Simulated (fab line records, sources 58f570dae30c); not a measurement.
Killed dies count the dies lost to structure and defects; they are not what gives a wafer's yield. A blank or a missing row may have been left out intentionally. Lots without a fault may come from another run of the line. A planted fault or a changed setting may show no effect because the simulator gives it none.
Which tool is to blame?    flow berkeley-cmos170    14 lots with 42 wafers sampled at 4 steps, on a route of 331 steps

WHAT EACH GAUGE READ, for each wafer
UCB170_WELLDRIVE_THK_MEAS_02.
lot   measured     on             WELLDRIVE_OXIDE_THK (nm)
L201  day 3 07:15  film-metro-03  194 194 195
L202  day 3 07:15  film-metro-04  198 197 198
L203  day 3 18:16  film-metro-04  199 196 197
L206  day 4 12:26  film-metro-04  199 201 201
L205  day 4 12:26  film-metro-03  197 197 195
L207  day 4 19:38  film-metro-03  202 197 199
L209  day 5 09:02  film-metro-04  199 201 202
L212  day 5 18:47  film-metro-04  196 196 198
L211  day 5 18:47  film-metro-03  201 199 196
L214  day 6 02:31  film-metro-04  193 198 191
L217  day 7 01:59  film-metro-03  196 197 199
L222  day 7 22:36  film-metro-03  193 195 194
L223  day 7 22:36  film-metro-02  194 199 199
L224  day 8 11:33  film-metro-02  196 198 196

UCB170_PLDD_CD_MEAS_06: target cd 1200 nm.
lot   measured      on         cd-nm (nm)
L201  day 6 02:13   cd-sem-02  1199.6 1199.8 1199.6
L202  day 6 02:29   cd-sem-01  1201.0 1200.0 1200.3
L203  day 6 12:54   cd-sem-01  1199.9 1200.6 1200.4
L206  day 7 07:16   cd-sem-02  1199.0 1198.8 1198.2
L205  day 7 07:01   cd-sem-02  1199.6 1199.2 1199.5
L207  day 7 17:25   cd-sem-01  1199.2 1199.9 1199.2
L209  day 8 01:17   cd-sem-02  1198.6 1197.7 1198.7
L212  day 8 14:52   cd-sem-01  1201.4 1201.4 1201.8
L211  day 8 15:10   cd-sem-01  1195.7 1198.3 1197.5
L214  day 8 21:56   cd-sem-02  1200.2 1200.5 1200.4
L217  day 9 14:02   cd-sem-01  1199.1 1198.2 1199.4
L222  day 10 14:16  cd-sem-01  1197.7 1198.7 1197.5
L223  day 10 14:00  cd-sem-01  1200.6 1200.8 1200.1
L224  day 11 12:28  cd-sem-01  1198.5 1198.0 1198.8

TOOL THAT RAN EACH LOT (tool first, then ch and the chambers of the sampled wafers, then the start)
lot   UCB170_PWELL_PEB_11               UCB170_GATE_ETCH_14
L201  litho-track-04 ch 0, day 2 19:40  rie-diel-02 ch 1,2, day 6 00:15
L202  litho-track-02 ch 0, day 2 19:55  rie-diel-03 ch 0,1,2, day 6 00:32
L203  litho-track-01 ch 0, day 3 06:53  rie-diel-02 ch 1,2, day 6 11:13
L206  litho-track-04 ch 0, day 4 02:19  rie-diel-04 ch 0,2,3, day 7 05:35
L205  litho-track-02 ch 0, day 4 02:31  rie-diel-02 ch 0,3, day 7 05:20
L207  litho-track-02 ch 0, day 4 08:34  rie-diel-03 ch 1,3, day 7 15:56
L209  litho-track-02 ch 0, day 4 21:53  rie-diel-02 ch 0,2,3, day 7 23:50
L212  litho-track-02 ch 0, day 5 07:30  rie-diel-03 ch 0,1,3, day 8 13:19
L211  litho-track-04 ch 0, day 5 07:35  rie-diel-02 ch 0,3, day 8 13:34
L214  litho-track-04 ch 0, day 5 14:32  rie-diel-02 ch 0,1, day 8 19:12
L217  litho-track-02 ch 0, day 6 14:17  rie-diel-03 ch 2,3, day 9 11:31
L222  litho-track-04 ch 0, day 7 10:39  rie-diel-04 ch 0,3, day 10 12:18
L223  litho-track-04 ch 0, day 7 10:55  rie-diel-02 ch 0,3, day 10 11:56
L224  litho-track-01 ch 0, day 8 00:38  rie-diel-04 ch 0,2,3, day 11 09:29
- UCB170_PWELL_PEB_11
- UCB170_GATE_ETCH_14: etches BARC in N2/H2.

WHAT THE TOOLS THEMSELVES READ (means of the sampled wafers that have a number; where no wafer has one, the mark that the record gives instead)
UCB170_PWELL_PEB_11.
lot   tool            heater-power-total-W (W)  plate-temp-C (C)
L201  litho-track-04  56.79                     130.20
L202  litho-track-02  56.76                     130.05
L203  litho-track-01  56.86                     129.77
L206  litho-track-04  56.82                     129.80
L205  litho-track-02  56.80                     129.94
L207  litho-track-02  56.83                     129.85
L209  litho-track-02  56.82                     129.92
L212  litho-track-02  56.83                     129.96
L211  litho-track-04  56.77                     129.84
L214  litho-track-04  56.78                     129.99
L217  litho-track-02  56.84                     130.20
L222  litho-track-04  54.40                     125.80
L223  litho-track-04  54.35                     125.80
L224  litho-track-01  56.82                     130.06

UCB170_GATE_ETCH_14.
lot   tool         drypump-motor-current-A (A)  oes-product-au (a.u.)  throttle-valve-pct (%)
L201  rie-diel-02  5.6                          1.025                  13.07
L202  rie-diel-03  5.8                          0.993                  13.34
L203  rie-diel-02  5.7                          1.038                  13.00
L206  rie-diel-04  5.6                          1.006                  13.04
L205  rie-diel-02  5.3                          0.998                  13.26
L207  rie-diel-03  5.6                          1.010                  13.48
L209  rie-diel-02  5.5                          1.015                  13.15
L212  rie-diel-03  5.7                          0.996                  13.30
L211  rie-diel-02  5.4                          1.017                  13.30
L214  rie-diel-02  5.3                          0.997                  13.19
L217  rie-diel-03  5.8                          1.016                  13.52
L222  rie-diel-04  5.6                          1.011                  13.00
L223  rie-diel-02  5.4                          1.012                  13.31
L224  rie-diel-04  5.6                          1.005                  13.03

THE ANSWER, worked out from the rows above alone
Rule: usual is defined by the lots themselves. The widest of any qualifying gaps counts: lots, ordered by their means at a reading, are off when they make up no more than a third of the lots, leave a main group of 4 or more, and stand apart from it by 3 or more times the standard deviation of that group's means. If all means in a main group match to the digits the tables above print for the reading, that group is not used. Also off: a lot with no number at a reading for which 4 or more lots have one. All remaining lots with rows at the step are treated as sound. First the gauges in route order, then the tools' own readings, where a lot's mean is used as printed above. At the first step where some lot is off, the reading lying furthest off is the one used; lots without a number count as furthest.
Off: L222, L223, at UCB170_PWELL_PEB_11 (heater-power-total-W). The main group: mean 56.81 W, standard deviation 0.029.
A tool fits if, at that step or a process step before it, it ran every lot that is off, and no sound lot after the first of them. One fits: UCB170_PWELL_PEB_11 on litho-track-04. Its last sound lot is L214 (day 5 14:32), its first lot that is off L222 (day 7 10:39): a fault that began between those two fits.
The tool's own readings at UCB170_PWELL_PEB_11 bear it out: on the lots that are off they differ by more than 5 times the standard deviation of the sound lots' means. heater-power-total-W reads 54.38 W there against 56.81 W on the sound lots; plate-temp-C reads 125.80 C there against 129.97 C on the sound lots.

WHAT WAS PUT IN BY THE SIMULATOR
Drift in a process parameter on litho-track-04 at UCB170_PWELL_PEB_11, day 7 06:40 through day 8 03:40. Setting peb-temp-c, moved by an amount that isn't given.
Shown lots that were struck: L222, L223. The rule above found the same.
